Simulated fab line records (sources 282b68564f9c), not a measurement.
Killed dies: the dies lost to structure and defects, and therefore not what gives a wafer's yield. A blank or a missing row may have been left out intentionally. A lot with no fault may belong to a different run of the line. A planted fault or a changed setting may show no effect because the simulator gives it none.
Which tool did it? :: flow rit-cmos :: 7 lots, 21 wafers sampled, at 2 steps of a route of 202

## WHAT THE GAUGES READ, wafer by wafer
RIT_NWELL_OVL_MEAS_06.
lot: L169
measured: day 2 06:35
on: overlay-01
NWELL_OVL (nm): -0.9 -0.8 -0.7

lot: L171
measured: day 2 13:32
on: overlay-01
NWELL_OVL (nm): 0.7 -0.5 1.3

lot: L175
measured: day 3 08:55
on: overlay-02
NWELL_OVL (nm): 1.5 2.5 2.3

lot: L177
measured: day 3 20:44
on: overlay-02
NWELL_OVL (nm): -300.9 -300.3 -298.6

lot: L182
measured: day 4 20:29
on: overlay-01
NWELL_OVL (nm): 0.8 -0.2 0.2

lot: L186
measured: day 5 16:01
on: overlay-01
NWELL_OVL (nm): 2.5 1.2 2.6

lot: L191
measured: day 7 00:59
on: overlay-01
NWELL_OVL (nm): 3.8 1.2 0.7

## EACH LOT AND THE TOOL THAT RAN IT (in order: tool; ch and the chambers of the sampled wafers; start)
lot: L169
RIT_NWELL_EXPOSE_03: iline-stepper-01 ch 0, day 2 06:10

lot: L171
RIT_NWELL_EXPOSE_03: iline-stepper-02 ch 0, day 2 13:06

lot: L175
RIT_NWELL_EXPOSE_03: iline-stepper-01 ch 0, day 3 08:29

lot: L177
RIT_NWELL_EXPOSE_03: iline-stepper-01 ch 0, day 3 20:19

lot: L182
RIT_NWELL_EXPOSE_03: iline-stepper-02 ch 0, day 4 20:04

lot: L186
RIT_NWELL_EXPOSE_03: iline-stepper-02 ch 0, day 5 15:35

lot: L191
RIT_NWELL_EXPOSE_03: iline-stepper-02 ch 0, day 7 00:34
- RIT_NWELL_EXPOSE_03: exposes mask M2, target cd 43900 nm.

## THE ANSWER, worked out from the rows above alone
Rule: the usual values come from the lots themselves. Put in order of their means at a reading, lots are off if they are a third of the lots or fewer, leave a main group of 4 or more, and stand apart from it by a gap of 3 or more times the standard deviation of the main group's means; of several such gaps the widest counts. Not used: any main group whose means are identical at the precision the tables above print for the reading. Also off: a lot with no number at a reading for which 4 or more lots have one. Any other lot the step has rows for is counted as sound.
Off: at RIT_NWELL_OVL_MEAS_06 (NWELL_OVL), L177. Main group: mean 1.0 nm, sd 1.1.
If a tool, at a process step before that reading, ran all the lots that are off and no sound lot after the first of them, it fits. The gauges at RIT_NWELL_OVL_MEAS_06 are tried like those tools. 2 tools fit, iline-stepper-01 at RIT_NWELL_EXPOSE_03 and overlay-02 at RIT_NWELL_OVL_MEAS_06, so this cannot tell which one it is.

## WHAT THE SIMULATOR PUT IN
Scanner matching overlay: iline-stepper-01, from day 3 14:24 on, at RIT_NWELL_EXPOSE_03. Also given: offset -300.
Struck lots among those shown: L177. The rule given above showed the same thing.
